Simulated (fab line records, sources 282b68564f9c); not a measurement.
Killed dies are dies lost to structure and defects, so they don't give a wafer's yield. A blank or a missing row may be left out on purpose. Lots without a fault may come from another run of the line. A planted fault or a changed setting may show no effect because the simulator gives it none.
fab line records | flow rit_cmos
record lots=14 wafers=42 last_day=7
route steps=202 shown PWELL@48 M1@202
lots that met no fault: from a run of the same line without faults
start_h: hours from the record's first day to the start of the lot's first wafer shown | wait_h: hours since the lot's step before | " the same as in the row above | L1.1+2: a row that stands for several wafers | - no value, or no start given | * or withheld: withheld | < > ~ a bound
route shown NAME@n: a module of which the file shows steps, and the number in the route of the first | usual: mean/standard deviation of fault-free wafers | same: alike in all rows | chamber/n: place in a boat | sites: the reading at each site | _std_site: their standard deviation | _edge_site: outer sites' mean less inner sites' | radius_mm: how far each site lies from the wafer's centre | mask NAME#n: copy n | behind: the tool/chamber that last shaped the wafer | hold: why the lot was held/for how many hours/how that ended | device: the transistor (n, p or np) that didn't switch | end of line: the same wafers' tests at the end of the route | a step without rows: its recipe alone | killed: dies lost to structure and defects at the first sort, not the wafer's yield | map: a wafer's dies, x killed, . not, _ none there
set.NAME: the setting as run; set.NAME@STEP: as run at that earlier step | model.NAME: the simulator's own value behind a step, which no gauge read
steps of the route over a sample of lots; a table a step, a row a wafer
services: from which hour (start_h, from the record's first day; less than 0 if before it) a tool's chamber was out of use, for how many hours, and why
## steps
# step RIT_PWELL_STRIP_09
# recipe chemistry=O2 time_s=180 resist=NOVOLAK platen_temp_c=withheld power_w=500 pressure_mtorr=4000 o2_flow_sccm=4000
# usual chamber_pressure_mTorr=4000/3.6 drypump_motor_current_A=5.8/0.34 o2_flow_sccm=4002/11
# columns lot.wafer tool chamber start_h wait_h chamber_pressure_mTorr drypump_motor_current_A o2_flow_sccm rf_hours_counter_h
L117.1 plasma_asher-01 0 28.78 0.1 4002 5.2 3966 39
L117.2 " 1 " " 3997 6.0 3999 39
L117.6 " 1 " " 4001 6.0 3980 -
L118.4 plasma_asher-03 1 37.53 0.1 3999 6.1 4003 -
L118.5 " 0 " " 3996 5.9 4005 -
L118.6 " 1 " " 4001 6.1 4009 -
L120.1 plasma_asher-03 0 44.46 0.1 3994 5.9 4009 39
L120.2 " 1 " " 4003 6.2 4012 39
L120.6 " 0 " " 4006 5.8 3994 -
L121.2 plasma_asher-01 0 49.66 0.1 3997 5.2 3990 42
L121.4 " 1 " " 4003 6.0 4008 -
L121.5 " 1 " " 4001 6.0 4014 -
L122.1 plasma_asher-03 0 59.18 0.1 4003 5.9 4007 41
L122.5 " 0 " " 3995 5.9 3990 -
L122.6 " 1 " " 4000 6.2 3994 -
L123.2 plasma_asher-01 0 61.86 0.1 4002 5.2 4005 43
L123.3 " 0 " " 3996 5.2 4001 -
L123.6 " 0 " " 4001 5.2 3994 -
L124.2 plasma_asher-03 0 64.14 0.1 4002 5.9 4008 41
L124.5 " 0 " " 4004 5.9 3996 -
L124.6 " 1 " " 3998 6.1 4006 -
L126.3 plasma_asher-03 0 76.03 0.1 3998 5.9 4002 -
L126.5 " 1 " " 3996 6.2 4008 -
L126.6 " 0 " " 4002 5.9 3996 -
L127.4 plasma_asher-03 0 79.70 0.1 3999 5.9 4002 -
L127.5 " 1 " " 4002 6.1 3992 -
L127.6 " 0 " " 4001 5.9 3991 -
L128.2 plasma_asher-01 0 84.13 0.1 4000 5.2 4007 45
L128.5 " 0 " " 4000 5.2 4004 -
L128.6 " 1 " " 4002 6.0 4000 -
L129.1 plasma_asher-01 0 92.61 0.1 3998 5.2 4012 46
L129.5 " 1 " " 3999 6.0 3988 -
L129.6 " 0 " " 3990 5.2 4019 -
L137.1 plasma_asher-03 1 128.68 0.1 4003 6.1 3997 1
L137.2 " 0 " " 4003 5.9 4791 1
L137.3 " 0 " " 4000 5.9 4797 -
L138.2 plasma_asher-03 1 135.86 0.1 3998 6.1 4016 2
L138.3 " 1 " " 4000 6.1 4001 -
L138.6 " 0 " " 4003 5.8 4791 -
L139.1 plasma_asher-01 1 139.35 0.1 3999 6.0 3988 51
L139.2 " 0 " " 4003 5.2 4008 51
L139.6 " 1 " " 4000 6.0 4004 -
# step RIT_M1_PROBE_99
# usual killed_at_contacts=0.0/0.22 killed_at_front_end=7/3.2 killed_dies=8/3.2 killed_open=3.7/2.1 killed_short=3.8/2.2
# same gross_dies=264 killed_at_M0_to_M3=0 killed_at_M4_up=0 killed_at_back_side=0 killed_at_other=0
# columns lot.wafer tool chamber start_h wait_h killed_at_contacts killed_at_front_end killed_dies killed_open killed_short
L127.4 prober-02 - 117.89 0.2 0 17 17 8 9
L127.5 prober-02 - 117.94 0.2 0 4 4 3 1
L127.6 prober-02 - 117.99 0.2 0 6 6 5 1
# killed by level:class
L127.4 GATE:geometric_particle:open=5 GATE:geometric_particle:short=3 REOX:geometric_particle:short=2 SPACER:geometric_particle:open=2 SILICIDE:geometric_particle:short=2 FOX2:geometric_particle:short=1 REOX:geometric_particle:open=1 SPACER:geometric_particle:short=1
L127.5 GATE:geometric_particle:open=2 GATE:geometric_particle:short=1 SPACER:geometric_particle:open=1
L127.6 GATE:geometric_particle:open=2 FOX2:geometric_particle:open=1 REOX:geometric_particle:open=1 SPACER:geometric_particle:short=1 SPACER:geometric_particle:open=1
## services
# columns tool chamber start_h hours kind
plasma_asher-01 - 54.90 3.0 repair
plasma_asher-03 - 108.75 9.0 pm
plasma_asher-03 0 108.75 9.0 vent_cycle
plasma_asher-03 1 108.75 9.0 vent_cycle
plasma_asher-03 0 117.75 - clean
plasma_asher-03 1 117.75 - clean
## key
first_sign step=RIT_PWELL_STRIP_09 reading=o2_flow_sccm direction=up sigmas=75 usual=4002 struck=4793
effect none on later readings
met_at RIT_PWELL_STRIP_09
struck_lots L137,L138
struck_wafers L137.2,L137.3,L138.6
tester_left_out L137,L138
onset_between 79.70 128.68
fault kind=process_parameter_drift tool=plasma_asher-03 chamber=0 onset_h=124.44 steps=RIT_PWELL_STRIP_09 channel=o2_flow_sccm offset=800 shape=step end_h=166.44 acts_in=these_recipes_only stated=4000
# tester_left_out: of these lots the tester's yield and bins aren't shown, on N5 and GAA mostly nor the transistor test; their killed dies are dies lost to structure and defects alone, not to doping, threshold or leakage, so they don't give the yield
